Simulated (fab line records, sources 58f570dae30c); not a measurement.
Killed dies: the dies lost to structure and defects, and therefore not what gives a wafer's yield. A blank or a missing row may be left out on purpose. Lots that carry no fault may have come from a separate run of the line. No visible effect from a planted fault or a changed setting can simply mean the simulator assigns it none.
fab line records :: flow berkeleyCmos170
record:
  lots: 7
  wafers: 21
  lastDay: 12
route steps=331 shown NWELL@33 PWELL@34
lots that met no fault: taken from a fault-free run of the same line
startH: start of the lot's first displayed wafer, in hours after the record's first day :: waitH: hours from the lot's prior step to this one :: " as in the row above :: L1.1+2: a single row standing in for several wafers :: - no value present, or no start provided :: * or withheld: withheld :: < > ~ a bound
route shown NAME@n: a module of which the file shows steps, and the number in the route of the first :: usual: mean/standard deviation of fault-free wafers :: same: alike in all rows :: chamber/n: place in a boat :: sites: per-site readings :: _std_site: how widely they spread, as a standard deviation :: _edge_site: the outer-site mean with the inner-site mean subtracted :: radiusMm: for every site, how far away it sits from the centre of the wafer :: mask NAME#n: copy n :: behind: the most recent tool/chamber to have shaped the wafer :: hold: why the lot was held/for how many hours/how that ended :: device: the transistor (n, p or np) that didn't switch :: end of line: the same wafers' tests at the end of the route :: a step without rows: its recipe alone :: killed: count of dies lost to structure and defects at first sort (not the wafer's yield) :: map: per-die view of a wafer (x killed, . not killed, _ where there is no die)
set.NAME: setting as actually run; set.NAME@STEP: the setting as run at that earlier step :: model.NAME: the simulator's own value behind a step, which no gauge read
lots seen at some steps along the route; tables by step, rows by wafer
== steps ==
step: UCB170_NWELL_WET_ETCH_19
recipe:
  chemistry: BOE
  dilution: 5:1
  target: SiO2
  tempC: 25
  timeS: 22
step: UCB170_PWELL_CLEAN_00
recipe:
  chemistry: SPM
  tempC: 120
  timeS: 600
step: UCB170_PWELL_CLEAN_01
recipe:
  chemistry: dHF
  dilution: 25:1
  timeS: 60
step: UCB170_PWELL_OXIDATION_02
recipe:
  tempC: 1000
  ambient: O2
  targetThkA: 264
  oxTimeS: 1260
step: UCB170_PWELL_THK_MEAS_03
recipe:
  reads: SiO2_of_PWELL_OXIDATION_02
usual:
  PWELL_OXIDE_THK: 26.2/0.44
lot.wafer: L188.2
tool: filmMetro-03
chamber: -
startH: 59.63
waitH: 0.0
PWELL_OXIDE_THK[nm]: 27.0

lot.wafer: L188.3
tool: filmMetro-03
chamber: -
startH: 59.63
waitH: 0.0
PWELL_OXIDE_THK[nm]: 26.7

lot.wafer: L188.5
tool: filmMetro-03
chamber: -
startH: 59.63
waitH: 0.0
PWELL_OXIDE_THK[nm]: 26.7

lot.wafer: L192.1
tool: filmMetro-04
chamber: -
startH: 80.78
waitH: 0.0
PWELL_OXIDE_THK[nm]: 26.2

lot.wafer: L192.3
tool: filmMetro-04
chamber: -
startH: 80.78
waitH: 0.0
PWELL_OXIDE_THK[nm]: 26.3

lot.wafer: L192.5
tool: filmMetro-04
chamber: -
startH: 80.78
waitH: 0.0
PWELL_OXIDE_THK[nm]: 26.4

lot.wafer: L194.3
tool: filmMetro-04
chamber: -
startH: 91.50
waitH: 0.0
PWELL_OXIDE_THK[nm]: 25.7

lot.wafer: L194.4
tool: filmMetro-04
chamber: -
startH: 91.50
waitH: 0.0
PWELL_OXIDE_THK[nm]: 25.8

lot.wafer: L194.6
tool: filmMetro-04
chamber: -
startH: 91.50
waitH: 0.0
PWELL_OXIDE_THK[nm]: 26.1

lot.wafer: L196.1
tool: filmMetro-01
chamber: -
startH: 97.84
waitH: 0.0
PWELL_OXIDE_THK[nm]: 26.1

lot.wafer: L196.5
tool: filmMetro-01
chamber: -
startH: 97.84
waitH: 0.0
PWELL_OXIDE_THK[nm]: 26.1

lot.wafer: L196.6
tool: filmMetro-01
chamber: -
startH: 97.84
waitH: 0.0
PWELL_OXIDE_THK[nm]: 26.7

lot.wafer: L197.1
tool: filmMetro-04
chamber: -
startH: 97.84
waitH: 0.0
PWELL_OXIDE_THK[nm]: 25.3

lot.wafer: L197.3
tool: filmMetro-04
chamber: -
startH: 97.84
waitH: 0.0
PWELL_OXIDE_THK[nm]: 25.4

lot.wafer: L197.4
tool: filmMetro-04
chamber: -
startH: 97.84
waitH: 0.0
PWELL_OXIDE_THK[nm]: 25.7

lot.wafer: L206.3
tool: filmMetro-03
chamber: -
startH: 151.76
waitH: 0.1
PWELL_OXIDE_THK[nm]: 26.3

lot.wafer: L206.4
tool: filmMetro-03
chamber: -
startH: 151.76
waitH: 0.1
PWELL_OXIDE_THK[nm]: 26.3

lot.wafer: L206.6
tool: filmMetro-03
chamber: -
startH: 151.76
waitH: 0.1
PWELL_OXIDE_THK[nm]: 26.4

lot.wafer: L209.3
tool: filmMetro-04
chamber: -
startH: 160.55
waitH: 0.0
PWELL_OXIDE_THK[nm]: 26.0

lot.wafer: L209.4
tool: filmMetro-04
chamber: -
startH: 160.55
waitH: 0.0
PWELL_OXIDE_THK[nm]: 26.2

lot.wafer: L209.5
tool: filmMetro-04
chamber: -
startH: 160.55
waitH: 0.0
PWELL_OXIDE_THK[nm]: 26.2
step: UCB170_PWELL_ANNEAL_04
recipe:
  tempC: 1000
  timeS: 900
  ambient: N2
step: UCB170_PWELL_CVD_05
recipe:
  material: Si3N4
  targetThkNm: 220
  tempC: 800
  precursor: SiH2Cl2/NH3
  timeS: 3300
  pressureMtorr: 200
  sih2cl2FlowSccm: 24.68
  nh3FlowSccm: 75
step: UCB170_PWELL_THK_MEAS_06
recipe:
  reads: Si3N4_of_PWELL_CVD_05
usual:
  PWELL_NITRIDE_THK: 218.9/1.8
lot.wafer: L188.2
tool: filmMetro-03
chamber: -
startH: 67.10
waitH: 0.0
PWELL_NITRIDE_THK[nm]: 220.8

lot.wafer: L188.3
tool: filmMetro-03
chamber: -
startH: 67.10
waitH: 0.0
PWELL_NITRIDE_THK[nm]: 217.8

lot.wafer: L188.5
tool: filmMetro-03
chamber: -
startH: 67.10
waitH: 0.0
PWELL_NITRIDE_THK[nm]: 217.1

lot.wafer: L192.1
tool: filmMetro-01
chamber: -
startH: 88.47
waitH: 0.0
PWELL_NITRIDE_THK[nm]: 220.0

lot.wafer: L192.3
tool: filmMetro-01
chamber: -
startH: 88.47
waitH: 0.0
PWELL_NITRIDE_THK[nm]: 220.7

lot.wafer: L192.5
tool: filmMetro-01
chamber: -
startH: 88.47
waitH: 0.0
PWELL_NITRIDE_THK[nm]: 219.1

lot.wafer: L194.3
tool: filmMetro-01
chamber: -
startH: 98.43
waitH: 0.0
PWELL_NITRIDE_THK[nm]: 215.6

lot.wafer: L194.4
tool: filmMetro-01
chamber: -
startH: 98.43
waitH: 0.0
PWELL_NITRIDE_THK[nm]: 213.4

lot.wafer: L194.6
tool: filmMetro-01
chamber: -
startH: 98.43
waitH: 0.0
PWELL_NITRIDE_THK[nm]: 218.5

lot.wafer: L196.1
tool: filmMetro-01
chamber: -
startH: 106.66
waitH: 0.0
PWELL_NITRIDE_THK[nm]: 221.6

lot.wafer: L196.5
tool: filmMetro-01
chamber: -
startH: 106.66
waitH: 0.0
PWELL_NITRIDE_THK[nm]: 221.5

lot.wafer: L196.6
tool: filmMetro-01
chamber: -
startH: 106.66
waitH: 0.0
PWELL_NITRIDE_THK[nm]: 222.0

lot.wafer: L197.1
tool: filmMetro-03
chamber: -
startH: 106.66
waitH: 0.0
PWELL_NITRIDE_THK[nm]: 219.1

lot.wafer: L197.3
tool: filmMetro-03
chamber: -
startH: 106.66
waitH: 0.0
PWELL_NITRIDE_THK[nm]: 220.3

lot.wafer: L197.4
tool: filmMetro-03
chamber: -
startH: 106.66
waitH: 0.0
PWELL_NITRIDE_THK[nm]: 219.3

lot.wafer: L206.3
tool: filmMetro-04
chamber: -
startH: 157.61
waitH: 0.1
PWELL_NITRIDE_THK[nm]: 216.6

lot.wafer: L206.4
tool: filmMetro-04
chamber: -
startH: 157.61
waitH: 0.1
PWELL_NITRIDE_THK[nm]: 218.5

lot.wafer: L206.6
tool: filmMetro-04
chamber: -
startH: 157.61
waitH: 0.1
PWELL_NITRIDE_THK[nm]: 216.4

lot.wafer: L209.3
tool: filmMetro-04
chamber: -
startH: 166.18
waitH: 0.0
PWELL_NITRIDE_THK[nm]: 221.2

lot.wafer: L209.4
tool: filmMetro-04
chamber: -
startH: 166.18
waitH: 0.0
PWELL_NITRIDE_THK[nm]: 220.3

lot.wafer: L209.5
tool: filmMetro-04
chamber: -
startH: 166.18
waitH: 0.0
PWELL_NITRIDE_THK[nm]: 219.1
step: UCB170_PWELL_HMDS_07
recipe:
  primeTimeS: 60
  primeTempC: 100
step: UCB170_PWELL_COAT_08
recipe:
  resist: KrF
  spinRpm: 1500
  resistThkNm: 900
step: UCB170_PWELL_SOFTBAKE_09
recipe:
  resist: KrF
  tempC: 130
  timeS: 60
step: UCB170_PWELL_EXPOSE_10
recipe:
  maskId: PWELL
  targetCdNm: 3000
  na: 0.5
  sigmaOuter: 0.6
  sourceShape: conventional
  doseMj: 19
step: UCB170_PWELL_PEB_11
recipe:
  pebTempC: 130
  pebTimeS: withheld
  resist: KrF
usual:
  chillPlateTempC: 23.03/0.11
  exhaustPa: 45.0/0.93
lot.wafer: L188.2
tool: lithoTrack-01
chamber: 0
startH: 69
waitH: -
chillPlateTempC: 23.06
exhaustPa: 42.7

lot.wafer: L188.3
tool: lithoTrack-01
chamber: 0
startH: 69
waitH: -
chillPlateTempC: 23.01
exhaustPa: 43.8

lot.wafer: L188.5
tool: lithoTrack-01
chamber: 0
startH: 69
waitH: -
chillPlateTempC: 22.92
exhaustPa: 42.9

lot.wafer: L192.1
tool: lithoTrack-03
chamber: 0
startH: 90.05
waitH: 0.6
chillPlateTempC: 22.93
exhaustPa: 45.4

lot.wafer: L192.3
tool: lithoTrack-03
chamber: 0
startH: 90.05
waitH: 0.6
chillPlateTempC: 22.89
exhaustPa: 47.1

lot.wafer: L192.5
tool: lithoTrack-03
chamber: 0
startH: 90.05
waitH: 0.6
chillPlateTempC: 22.94
exhaustPa: 46.0

lot.wafer: L194.3
tool: lithoTrack-03
chamber: -
startH: 99.84
waitH: 0.2
chillPlateTempC: -
exhaustPa: -

lot.wafer: L194.4
tool: lithoTrack-03
chamber: -
startH: 99.84
waitH: 0.2
chillPlateTempC: -
exhaustPa: -

lot.wafer: L194.6
tool: lithoTrack-03
chamber: -
startH: 99.84
waitH: 0.2
chillPlateTempC: -
exhaustPa: -

lot.wafer: L197.1
tool: lithoTrack-01
chamber: -
startH: 108.21
waitH: 0.6
chillPlateTempC: -
exhaustPa: -

lot.wafer: L197.3
tool: lithoTrack-01
chamber: -
startH: 108.21
waitH: 0.6
chillPlateTempC: -
exhaustPa: -

lot.wafer: L197.4
tool: lithoTrack-01
chamber: -
startH: 108.21
waitH: 0.6
chillPlateTempC: -
exhaustPa: -

lot.wafer: L196.1
tool: lithoTrack-03
chamber: -
startH: 108.22
waitH: 0.3
chillPlateTempC: -
exhaustPa: -

lot.wafer: L196.5
tool: lithoTrack-03
chamber: -
startH: 108.22
waitH: 0.3
chillPlateTempC: -
exhaustPa: -

lot.wafer: L196.6
tool: lithoTrack-03
chamber: -
startH: 108.22
waitH: 0.3
chillPlateTempC: -
exhaustPa: -

lot.wafer: L206.3
tool: lithoTrack-01
chamber: 0
startH: 159.03
waitH: 0.4
chillPlateTempC: 22.97
exhaustPa: 45.6

lot.wafer: L206.4
tool: lithoTrack-01
chamber: 0
startH: 159.03
waitH: 0.4
chillPlateTempC: 22.89
exhaustPa: 44.8

lot.wafer: L206.6
tool: lithoTrack-01
chamber: 0
startH: 159.03
waitH: 0.4
chillPlateTempC: 23.07
exhaustPa: 44.8

lot.wafer: L209.3
tool: lithoTrack-02
chamber: 0
startH: 167.33
waitH: 0.1
chillPlateTempC: 23.00
exhaustPa: 46.9

lot.wafer: L209.4
tool: lithoTrack-02
chamber: 0
startH: 167.33
waitH: 0.1
chillPlateTempC: 23.00
exhaustPa: 46.7

lot.wafer: L209.5
tool: lithoTrack-02
chamber: 0
startH: 167.33
waitH: 0.1
chillPlateTempC: 23.03
exhaustPa: 45.4
step: UCB170_PWELL_DEVELOP_12
recipe:
  developer: TMAH
  developTimeS: 45
  resist: KrF
  devTempC: 21
== key ==
firstSign:
  step: UCB170_PWELL_PEB_11
  reading: toolRecord
  direction: missing
effect none on later readings
metAt UCB170_PWELL_PEB_11
struckWafers L194.3,L194.4,L194.6,L196.1,L196.5,L196.6,L197.1,L197.3,L197.4
laterRowsLeftOut L194.3,L194.4,L194.6,L196.1,L196.5,L196.6,L197.1,L197.3,L197.4
sortLeftOut L194.3,L194.4,L194.6,L196.1,L196.5,L196.6,L197.1,L197.3,L197.4
testerLeftOut L194,L196,L197
onsetBetween 90.05 99.84
fault:
  kind: skippedStepWhole
  tool: lithoTrack-01,lithoTrack-03
  chamber: -
  onsetH: 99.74
  steps: UCB170_PWELL_PEB_11
  scope: struckLotsOnly
testerLeftOut: of these lots the tester's yield and bins aren't shown, on N5 and GAA mostly nor the transistor test; their killed dies are dies lost to structure and defects alone, not to doping, threshold or leakage, so they don't give the yield
sortLeftOut: the simulated sort isn't trusted on such a fault, so these wafers' sort isn't shown, and their yield isn't known
laterRowsLeftOut: the simulator's readings of these wafers behind a module that went badly wrong aren't trusted and aren't shown, but for the sort
